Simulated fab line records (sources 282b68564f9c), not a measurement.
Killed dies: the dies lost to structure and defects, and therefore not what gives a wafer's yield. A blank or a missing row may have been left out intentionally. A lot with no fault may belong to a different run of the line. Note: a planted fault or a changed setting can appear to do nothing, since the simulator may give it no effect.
fab line records | flow rit_cmos
record: lots: 12 | wafers: 36 | last_day: 7
route steps=202 shown ACTIVE@9 M1@202
lots untouched by any fault: they come from a run of this same line in which no faults occurred
start_h: start of the lot's first displayed wafer, in hours after the record's first day | wait_h: hours since the lot's step before | " the same as in the row above | L1.1+2: a row that stands for several wafers | - no value, or no start given | * or withheld: withheld | < > ~ a bound
route shown NAME@n: a module of which the file shows steps, and the number in the route of the first | usual: the fault-free wafers' mean and standard deviation | same: alike in all rows | chamber/n: place in a boat | sites: per-site readings | _std_site: the standard deviation of these | _edge_site: mean of outer sites minus mean of inner sites | radius_mm: how far each site lies from the wafer's centre | mask NAME#n: copy n | behind: tool/chamber where the wafer was last shaped | hold: why the lot went on hold/how many hours it stayed there/how the hold came to an end | device: the n, p or np transistor that did not switch | end of line: tests run on the same wafers once the route is complete | a step without rows: its recipe alone | killed: dies that structure and defects cost at the first sort, which is not the same as the wafer's yield | map: shows each die of a wafer: x if killed, . if not, _ if none is there
set.NAME: the run value of the setting; set.NAME@STEP: its run value at that earlier step | model.NAME: the simulator's own value behind a step, which no gauge read
one table for each step of the route and one row for each wafer, over a sample of lots
services: when a tool's chamber went out of use (start_h, in hours from the record's first day, below 0 if earlier), for how many hours, and the reason
== steps ==
step: RIT_ACTIVE_EXPOSE_08
recipe: mask_id: M1 | na: 0.6 | source_shape: conventional | sigma_outer: 0.6 | target_cd_nm: 1400 | dose_mj: 225
lot.wafer  | tool             | chamber | start_h | wait_h | mask
L353.2+3+5 | iline_stepper-02 | 0       | 14.40   | 0.2    | M1#0
L354.4+5+6 | iline_stepper-01 | 0       | 19.22   | 0.2    | M1#0
L355.1+3+5 | iline_stepper-01 | 0       | 24.04   | 0.1    | M1#0
L356.2+3+5 | iline_stepper-01 | 0       | 29.06   | 0.1    | M1#0
L357.1+4+6 | iline_stepper-02 | 0       | 34.28   | 0.4    | M1_R1#0
L362.1+3+6 | iline_stepper-01 | 0       | 59.87   | 0.2    | M1#0
L367.3+4+5 | iline_stepper-02 | 0       | 84.08   | 0.1    | M1#0
L368.2+3+5 | iline_stepper-01 | 0       | 89.18   | 0.2    | M1#0
L370.1+3+6 | iline_stepper-01 | 0       | 99.97   | 0.1    | M1#0
L371.3+4+6 | iline_stepper-01 | 0       | 104.08  | 0.1    | M1#0
L375.3+4+6 | iline_stepper-02 | 0       | 124.20  | 0.2    | M1#0
L376.1+2+6 | iline_stepper-01 | 0       | 129.16  | 0.2    | M1#0
step: RIT_ACTIVE_CD_MEAS_11
recipe: target_cd_nm: 1400
usual: cd_nm: 1400.9/1.7
lot.wafer | tool      | chamber | start_h | wait_h | hold                     | cd_nm
L353.2    | cd_sem-02 | -       | 14.82   | -      | -                        | 1402.4
L353.3    | "         | -       | "       | "      | -                        | 1400.9
L353.5    | "         | -       | "       | "      | -                        | 1403.8
L354.4    | cd_sem-01 | -       | 19.62   | -      | -                        | 1397.6
L354.5    | "         | -       | "       | "      | -                        | 1401.6
L354.6    | "         | -       | "       | "      | -                        | 1401.8
L355.1    | cd_sem-01 | -       | 24.44   | -      | -                        | 1401.4
L355.3    | "         | -       | "       | "      | -                        | 1400.3
L355.5    | "         | -       | "       | "      | -                        | 1401.0
L356.2    | cd_sem-02 | -       | 29.46   | -      | -                        | 1397.3
L356.3    | "         | -       | "       | "      | -                        | 1397.7
L356.5    | "         | -       | "       | "      | -                        | 1397.8
L357.1    | cd_sem-01 | -       | 34.84   | -      | await_dispo/0.2h/release | 1548.3
L357.4    | "         | -       | "       | "      | await_dispo/0.2h/release | 1550.3
L357.6    | "         | -       | "       | "      | await_dispo/0.2h/release | 1551.2
L357.1    | cd_sem-01 | -       | 35.13   | 0.3    | -                        | 1547.9
L357.4    | "         | -       | "       | "      | -                        | 1550.5
L357.6    | "         | -       | "       | "      | -                        | 1551.3
L362.1    | cd_sem-01 | -       | 60.27   | -      | -                        | 1399.9
L362.3    | "         | -       | "       | "      | -                        | 1399.7
L362.6    | "         | -       | "       | "      | -                        | 1400.5
L367.3    | cd_sem-02 | -       | 84.48   | -      | -                        | 1400.4
L367.4    | "         | -       | "       | "      | -                        | 1402.6
L367.5    | "         | -       | "       | "      | -                        | 1402.8
L368.2    | cd_sem-02 | -       | 89.58   | -      | -                        | 1401.2
L368.3    | "         | -       | "       | "      | -                        | 1399.9
L368.5    | "         | -       | "       | "      | -                        | 1397.6
L370.1    | cd_sem-02 | -       | 100.37  | -      | -                        | 1403.1
L370.3    | "         | -       | "       | "      | -                        | 1400.0
L370.6    | "         | -       | "       | "      | -                        | 1402.8
L371.3    | cd_sem-02 | -       | 104.48  | -      | -                        | 1401.6
L371.4    | "         | -       | "       | "      | -                        | 1400.3
L371.6    | "         | -       | "       | "      | -                        | 1398.1
L375.3    | cd_sem-01 | -       | 124.60  | -      | -                        | 1400.8
L375.4    | "         | -       | "       | "      | -                        | 1402.6
L375.6    | "         | -       | "       | "      | -                        | 1401.5
L376.1    | cd_sem-02 | -       | 129.56  | -      | -                        | 1400.2
L376.2    | "         | -       | "       | "      | -                        | 1402.0
L376.6    | "         | -       | "       | "      | -                        | 1401.3
step: RIT_M1_PROBE_99
usual: defect_limited_yield: 97.3/1.1 | killed_at_M0_to_M3: 0.0/0.16 | killed_at_contacts: 0.1/0.3 | killed_at_front_end: 7.1/3 | killed_dies: 7.3/3 | killed_open: 3.6/2 | killed_short: 3.5/1.9
same: gross_dies: 264 | killed_at_M4_up: 0 | killed_at_back_side: 0 | killed_at_other: 0
lot.wafer | tool      | chamber | start_h | wait_h | defect_limited_yield[%] | killed_at_M0_to_M3 | killed_at_contacts | killed_at_front_end | killed_dies | killed_open | killed_short
L353.2    | prober-01 | -       | 56.96   | 0.1    | 96.6                    | 0                  | 0                  | 9                   | 9           | 5           | 3
L353.3    | prober-01 | -       | 57.01   | 0.2    | 96.2                    | 0                  | 0                  | 10                  | 10          | 5           | 4
L353.5    | prober-01 | -       | 57.11   | 0.2    | 95.8                    | 0                  | 0                  | 11                  | 11          | 3           | 6
L354.4    | prober-02 | -       | 61.09   | 0.2    | 95.8                    | 0                  | 0                  | 11                  | 11          | 5           | 6
L354.5    | prober-02 | -       | 61.14   | 0.2    | 97.0                    | 0                  | 0                  | 8                   | 8           | 6           | 2
L354.6    | prober-02 | -       | 61.19   | 0.2    | 95.5                    | 0                  | 0                  | 12                  | 12          | 4           | 8
L355.1    | prober-01 | -       | 68.17   | 0.1    | 97.0                    | 0                  | 0                  | 8                   | 8           | 2           | 6
L355.3    | prober-01 | -       | 68.27   | 0.2    | 96.6                    | 0                  | 0                  | 9                   | 9           | 4           | 5
L355.5    | prober-01 | -       | 68.37   | 0.2    | 95.8                    | 0                  | 0                  | 11                  | 11          | 6           | 5
L356.2    | prober-02 | -       | 74.51   | 0.1    | 97.0                    | 1                  | 0                  | 7                   | 8           | 4           | 3
L356.3    | prober-02 | -       | 74.56   | 0.2    | 98.5                    | 1                  | 0                  | 3                   | 4           | 0           | 3
L356.5    | prober-02 | -       | 74.66   | 0.2    | 95.1                    | 0                  | 0                  | 13                  | 13          | 7           | 6
L362.1    | prober-02 | -       | 102.21  | 0.1    | 98.5                    | 0                  | 0                  | 4                   | 4           | 1           | 3
L362.3    | prober-02 | -       | 102.31  | 0.2    | 98.1                    | 0                  | 0                  | 5                   | 5           | 4           | 1
L362.6    | prober-02 | -       | 102.46  | 0.2    | 98.9                    | 0                  | 0                  | 3                   | 3           | 1           | 2
L367.3    | prober-01 | -       | 128.77  | 0.2    | 98.1                    | 0                  | 0                  | 5                   | 5           | 3           | 2
L367.4    | prober-01 | -       | 128.82  | 0.2    | 96.6                    | 0                  | 0                  | 9                   | 9           | 2           | 7
L367.5    | prober-01 | -       | 128.87  | 0.2    | 98.5                    | 0                  | 0                  | 4                   | 4           | 1           | 3
L368.2    | prober-02 | -       | 134.56  | 0.1    | 97.3                    | 0                  | 0                  | 7                   | 7           | 4           | 3
L368.3    | prober-02 | -       | 134.61  | 0.2    | 97.7                    | 0                  | 0                  | 6                   | 6           | 3           | 3
L368.5    | prober-02 | -       | 134.71  | 0.2    | 99.2                    | 0                  | 1                  | 1                   | 2           | 1           | 1
L370.1    | prober-02 | -       | 143.18  | 0.1    | 96.2                    | 0                  | 0                  | 10                  | 10          | 5           | 5
L370.3    | prober-02 | -       | 143.28  | 0.2    | 97.3                    | 0                  | 0                  | 7                   | 7           | 5           | 2
L370.6    | prober-02 | -       | 143.43  | 0.2    | 97.7                    | 0                  | 0                  | 6                   | 6           | 2           | 4
L371.3    | prober-01 | -       | 148.54  | 0.2    | 96.6                    | 0                  | 0                  | 9                   | 9           | 5           | 4
L371.4    | prober-01 | -       | 148.59  | 0.2    | 96.6                    | 0                  | 0                  | 9                   | 9           | 2           | 7
L371.6    | prober-01 | -       | 148.69  | 0.2    | 98.9                    | 0                  | 0                  | 3                   | 3           | 1           | 2
L375.3    | prober-01 | -       | 167.27  | 0.2    | 97.7                    | 0                  | 0                  | 6                   | 6           | 2           | 4
L375.4    | prober-01 | -       | 167.32  | 0.2    | 97.3                    | 0                  | 0                  | 7                   | 7           | 6           | 1
L375.6    | prober-01 | -       | 167.42  | 0.2    | 98.9                    | 0                  | 0                  | 3                   | 3           | 2           | 1
L376.1    | prober-02 | -       | 172.97  | 0.1    | 96.2                    | 0                  | 0                  | 10                  | 10          | 5           | 5
L376.2    | prober-02 | -       | 173.02  | 0.1    | 99.2                    | 0                  | 0                  | 2                   | 2           | 0           | 2
L376.6    | prober-02 | -       | 173.22  | 0.2    | 98.5                    | 0                  | 0                  | 4                   | 4           | 2           | 2
killed by level:class
L353.2 GATE:geometric_particle:open=2 FOX1:geometric_particle:open=1 FOX2:geometric_particle:open=1 GATE:geometric_particle:short=1 REOX:geometric_particle:short=1 SPACER:geometric_particle:short=1 SILICIDE:geometric_particle:open=1 GATE:coat_microbubble_printed=1
L353.3 GATE:geometric_particle:open=4 GATE:geometric_particle:short=3 FOX2:geometric_particle:open=1 SPACER:geometric_particle:short=1 PWELL:coat_microbubble_printed=1
L353.5 SPACER:geometric_particle:short=3 GATE:geometric_particle:open=2 GATE:geometric_particle:short=2 PWELL:coat_microbubble_printed=2 SPACER:geometric_particle:open=1 SILICIDE:geometric_particle:short=1
L354.4 FOX1:geometric_particle:short=3 GATE:geometric_particle:open=3 FOX1:geometric_particle:open=1 FOX2:geometric_particle:open=1 REOX:geometric_particle:short=1 SPACER:geometric_particle:short=1 SILICIDE:geometric_particle:short=1
L354.5 GATE:geometric_particle:open=2 SILICIDE:geometric_particle:open=2 FOX2:geometric_particle:open=1 GATE:geometric_particle:short=1 REOX:geometric_particle:open=1 REOX:geometric_particle:short=1
L354.6 GATE:geometric_particle:open=4 GATE:geometric_particle:short=3 FOX1:geometric_particle:short=2 SPACER:geometric_particle:short=2 FOX2:geometric_particle:short=1
L355.1 SPACER:geometric_particle:short=3 GATE:geometric_particle:short=1 REOX:geometric_particle:open=1 REOX:geometric_particle:short=1 SILICIDE:geometric_particle:open=1 SILICIDE:geometric_particle:short=1
L355.3 GATE:geometric_particle:short=3 GATE:geometric_particle:open=3 SPACER:geometric_particle:open=1 SPACER:geometric_particle:short=1 SILICIDE:geometric_particle:short=1
L355.5 GATE:geometric_particle:short=3 GATE:geometric_particle:open=2 SPACER:geometric_particle:short=2 FOX2:geometric_particle:open=1 REOX:geometric_particle:open=1 SPACER:geometric_particle:open=1 SILICIDE:geometric_particle:open=1
L356.2 GATE:geometric_particle:open=3 GATE:geometric_particle:short=3 REOX:geometric_particle:open=1 M1:coat_microbubble_printed=1
L356.3 ACTIVE:geometric_particle:short=1 GATE:geometric_particle:short=1 SILICIDE:geometric_particle:short=1 M1:coat_microbubble_printed=1
L356.5 GATE:geometric_particle:short=4 GATE:geometric_particle:open=3 FOX2:geometric_particle:open=2 REOX:geometric_particle:open=2 SPACER:geometric_particle:short=1 SILICIDE:geometric_particle:short=1
L362.1 SILICIDE:geometric_particle:short=2 GATE:geometric_particle:open=1 REOX:geometric_particle:short=1
L362.3 SILICIDE:geometric_particle:open=2 FOX1:geometric_particle:open=1 GATE:geometric_particle:open=1 GATE:geometric_particle:short=1
L362.6 SPACER:geometric_particle:short=1 SILICIDE:geometric_particle:short=1 SILICIDE:geometric_particle:open=1
L367.3 SPACER:geometric_particle:open=2 FOX1:geometric_particle:short=1 GATE:geometric_particle:open=1 SPACER:geometric_particle:short=1
L367.4 FOX2:geometric_particle:short=2 GATE:geometric_particle:short=2 FOX1:geometric_particle:open=1 FOX1:geometric_particle:short=1 GATE:geometric_particle:open=1 REOX:geometric_particle:short=1 SPACER:geometric_particle:short=1
L367.5 SPACER:geometric_particle:short=2 FOX2:geometric_particle:open=1 GATE:geometric_particle:short=1
L368.2 SPACER:geometric_particle:open=2 GATE:geometric_particle:short=1 GATE:geometric_particle:open=1 SPACER:geometric_particle:short=1 SILICIDE:geometric_particle:open=1 SILICIDE:geometric_particle:short=1
L368.3 GATE:geometric_particle:short=2 GATE:geometric_particle:open=1 REOX:geometric_particle:open=1 REOX:geometric_particle:short=1 SPACER:geometric_particle:open=1
L368.5 FOX1:geometric_particle:open=1 CONTACT:geometric_particle:short=1
L370.1 GATE:geometric_particle:short=3 GATE:geometric_particle:open=2 FOX1:geometric_particle:open=1 REOX:geometric_particle:short=1 SPACER:geometric_particle:open=1 SPACER:geometric_particle:short=1 SILICIDE:geometric_particle:open=1
L370.3 FOX1:geometric_particle:open=2 SPACER:geometric_particle:open=2 GATE:geometric_particle:short=1 REOX:geometric_particle:short=1 SILICIDE:geometric_particle:open=1
L370.6 GATE:geometric_particle:open=2 SPACER:geometric_particle:short=2 ACTIVE:geometric_particle:short=1 GATE:geometric_particle:short=1
L371.3 GATE:geometric_particle:open=3 SPACER:geometric_particle:short=2 FOX1:geometric_particle:short=1 FOX1:geometric_particle:open=1 FOX2:geometric_particle:open=1 FOX2:geometric_particle:short=1
L371.4 GATE:geometric_particle:short=5 FOX1:geometric_particle:short=1 FOX1:geometric_particle:open=1 GATE:geometric_particle:open=1 REOX:geometric_particle:short=1
L371.6 GATE:geometric_particle:short=1 SPACER:geometric_particle:short=1 SPACER:geometric_particle:open=1
L375.3 FOX1:geometric_particle:short=2 ACTIVE:geometric_particle:short=1 REOX:geometric_particle:open=1 SILICIDE:geometric_particle:short=1 SILICIDE:geometric_particle:open=1
L375.4 GATE:geometric_particle:open=4 SPACER:geometric_particle:open=2 GATE:geometric_particle:short=1
L375.6 GATE:geometric_particle:open=2 SILICIDE:geometric_particle:short=1
L376.1 GATE:geometric_particle:open=2 GATE:geometric_particle:short=2 SILICIDE:geometric_particle:open=2 FOX1:geometric_particle:short=1 FOX2:geometric_particle:short=1 REOX:geometric_particle:open=1 SILICIDE:geometric_particle:short=1
L376.2 GATE:geometric_particle:short=1 SILICIDE:geometric_particle:short=1
L376.6 FOX1:geometric_particle:short=1 FOX1:geometric_particle:open=1 FOX2:geometric_particle:short=1 GATE:geometric_particle:open=1
== services ==
tool             | chamber | start_h | hours | kind
iline_stepper-02 | 0       | 9.49    | -     | calibration
iline_stepper-01 | 0       | 11.32   | -     | calibration
iline_stepper-02 | -       | 43.30   | 1.7   | pm
iline_stepper-01 | -       | 87.55   | 1.0   | repair
== key ==
first_sign: step: RIT_ACTIVE_EXPOSE_08 | reading: mask | direction: changed
effect: step: RIT_ACTIVE_CD_MEAS_11 | reading: visit | direction: added
effect: step: RIT_ACTIVE_CD_MEAS_11 | reading: cd_nm | direction: up | sigmas: 86 | usual: 1400.9 | struck: 1549.9
met_at RIT_ACTIVE_EXPOSE_08
struck_lots L357
scrapped_behind RIT_ACTIVE_CD_MEAS_11 L357.1,L357.4,L357.6
onset_between 14.40 34.28
fault: kind: wrong_mask | tool: any | chamber: - | onset_h: 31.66 | steps: RIT_ACTIVE_EXPOSE_08 | aux_copy: M1_R1#0 | cd_offset_nm: 150 | scope: struck_lots_only
